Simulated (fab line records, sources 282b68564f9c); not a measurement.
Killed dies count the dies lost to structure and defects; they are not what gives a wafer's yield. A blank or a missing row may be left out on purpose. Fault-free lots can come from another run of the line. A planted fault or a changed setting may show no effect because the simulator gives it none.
Problem report in the 8D (eight disciplines) form, filled by code + flow rit cmos + the parts of the form that need people (team, actions taken, sign-off) are left out

== 1. PROBLEM STATEMENT ==
CONTACT_TEOS_THK at RIT_CONTACT_THK_MEAS_01 reads a mean of 341 nm on 1 wafer of 1 lot; wafers without a fault read 399 nm with a standard deviation of 5.4. Relative to the usual mean, that is a shift of -11 standard deviations.
Earliest sighting: wafer L279.1 on film metro-01 at day 4 21:37. Wafers with a number at this step in the record: 36, from 12 lots. The rule behind "out" and "out of limits": a value lying over 4 standard deviations away from the usual mean. Any other wafer with a number is counted as sound.

== 2. WHAT THIS IS AND IS NOT ==
| question                    | is               | is not                                                                                                   |
|-----------------------------|------------------|----------------------------------------------------------------------------------------------------------|
| which readings at this step | CONTACT_TEOS_THK | -                                                                                                        |
| which lots                  | L279             | L271, L272, L273, L275, L284, L286, L287, L289, L290, L292, L293                                         |
| which wafers of those lots  | L279.1           | L279.2, L279.5                                                                                           |
| read on which gauges        | film metro-01    | film metro-02, film metro-04                                                                             |
| when                        | from day 4 21:37 | up to then (14 sound wafers); but 21 sound wafers of L284, L286, L287, L289, L290, L292, L293 came after |

== 3. SUSPECTS, AND WHAT RULES EACH OUT ==
Counting: if a tool at a process step up to the reading ran every lot that is out, it stays a suspect. Sound lots after the first of them don't rule it out here, since some wafers of a struck lot are sound.
- the gauge at RIT_CONTACT_THK_MEAS_01: kept. All the wafers that are out were read on film metro-01, and no step on other tools shows them out.
- pecvd-01 at RIT_CONTACT_CVD_00 (deposits SiO2 from TEOS, target thk 400 nm, time 61 s): kept. The lot that is out, L279, ran on it at day 4 21:34; the last sound lot it ran before that was L273, at day 3 15:20.
- Within pecvd-01 at RIT_CONTACT_CVD_00, the wafers that are out were processed in chamber 1 and their sound lot-mates in chamber 0.
After counting, pecvd-01 at RIT_CONTACT_CVD_00 and film metro-01 at RIT_CONTACT_THK_MEAS_01 remain.

== 4. THE CAUSE (what the simulator had put in) ==
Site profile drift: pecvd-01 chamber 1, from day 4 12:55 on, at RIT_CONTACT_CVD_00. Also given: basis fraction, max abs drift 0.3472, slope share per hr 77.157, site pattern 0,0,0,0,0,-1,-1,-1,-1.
2 suspects survive the count, and this tool is in that group.

== 5. THE EFFECT CHAIN, in route order ==
Each row: a reading whose mean over the struck wafers that have a number lies more than 3 standard deviations from the usual. Only readings for which the record gives a usual standard deviation are gone through. hours: the time from each lot's start at the first step in this table that gives one to its start at this step, as a median over the lots. sigmas: the change in usual standard deviations.
| hours | step                    | reading          | usual  | on struck wafers | change | sigmas |
|-------|-------------------------|------------------|--------|------------------|--------|--------|
| 0     | RIT_CONTACT_THK_MEAS_01 | CONTACT_TEOS_THK | 399 nm | 341              | -58    | -11    |

== 6. HOW IT WOULD HAVE BEEN CAUGHT EARLIER ==
The first out-of-limits reading at a measuring or inspecting step in this record came at day 4 21:37, 9 hours after the fault's start at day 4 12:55.
Of the tool readings at RIT_CONTACT_CVD_00 for which the record gives a usual standard deviation, none was out on any struck wafer, so an alarm limit of 4 standard deviations on them would not have fired.
By day 4 21:37 the whole set of lots that are out, 1 in number, had already begun RIT_CONTACT_CVD_00 on pecvd-01. None of them would have been spared by holding the tool at that moment.
